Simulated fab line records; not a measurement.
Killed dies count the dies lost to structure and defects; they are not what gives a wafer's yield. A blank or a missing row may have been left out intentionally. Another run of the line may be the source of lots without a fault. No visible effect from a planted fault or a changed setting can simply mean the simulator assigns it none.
A struck lot beside a sound one ; flow ritCmos ; 15 steps out of a route of 202
Sound: wafers L445.3, L445.4, L445.5. Struck: wafers L448.3, L448.4, L448.6. Last of all comes the cause.
Each step with rows lists, per side, the tool, then ch with its chambers, then its first start. Under that, the readings that differ: sound wafers ; struck wafers ; difference of the means ; sigmas: that difference in standard deviations of wafers without a fault.
alike: a reading whose means differ by less than 2 such deviations, as well as words and numbers matching on both sides. not compared: withheld readings; readings where some wafer has no value; bounds like >300 that might hide an equal value; numbers whose values overlap and for which the record gives no deviation.
The two part at a step that has a row with sigmas, a row that says differs or no value, or rows on one side only. Numbers that have no deviation but don't overlap get no sigmas and don't part them. Lack of a reading on every wafer of one side parts them only where that side has two or more wafers.

first, 4 steps without rows for these wafers: RIT_NWELL_SOFTBAKE_02 (time 60 s); RIT_NWELL_EXPOSE_03 (exposes mask M2, target cd 43900 nm); RIT_NWELL_PEB_04; RIT_NWELL_DEVELOP_05 (develop time 68 s).
RIT_NWELL_OVL_MEAS_06:
  struck on overlay-02, day 4 07:29; sound on overlay-02, day 3 14:16
  alike: NWELL_OVL
then, 2 steps without rows for these wafers: RIT_NWELL_HARDBAKE_07 (time 120 s); RIT_NWELL_IMPLANT_08.
RIT_NWELL_STRIP_09: strips in O2, time 180 s.
  sound on plasmaAsher-04 ch 0,1, day 3 14:45; struck on plasmaAsher-02 ch 0,1, day 4 07:59
  alike: drypumpMotorCurrentA, o2FlowSccm
  not compared: rfHoursCounterH
RIT_NWELL_TW_MEAS_10:
  struck on filmMetro-02, day 4 08:07; sound on filmMetro-02, day 3 14:53
  alike: NWELL_TW
then, 3 steps without rows for these wafers: RIT_PWELL_HMDS_00 (prime time 60 s); RIT_PWELL_COAT_01 (resist thk 1300 nm); RIT_PWELL_SOFTBAKE_02 (time 60 s).
RIT_PWELL_EXPOSE_03: exposes mask M3, target cd 43700 nm.
  sound on ilineStepper-02 ch 0, day 3 15:32; struck on ilineStepper-01 ch 0, day 4 08:46
reading;sound;struck;difference;sigmas
mask;M3#0 M3#0 M3#0;M3_R1#0 M3_R1#0 M3_R1#0;differs;
then, 1 step without rows for these wafers: RIT_PWELL_PEB_04.
RIT_M1_PROBE_99:
  struck on prober-01, day 6 04:28; sound on prober-02, day 5 07:43
  alike: killedAtContacts, killedAtFrontEnd, killedDies, killedOpen, killedShort

## WHERE THEY PART
At RIT_PWELL_EXPOSE_03 and nowhere else, as far as this record goes. Later steps at which nothing parts them and some readings are alike: RIT_M1_PROBE_99.

WHY: whatever the simulator had introduced
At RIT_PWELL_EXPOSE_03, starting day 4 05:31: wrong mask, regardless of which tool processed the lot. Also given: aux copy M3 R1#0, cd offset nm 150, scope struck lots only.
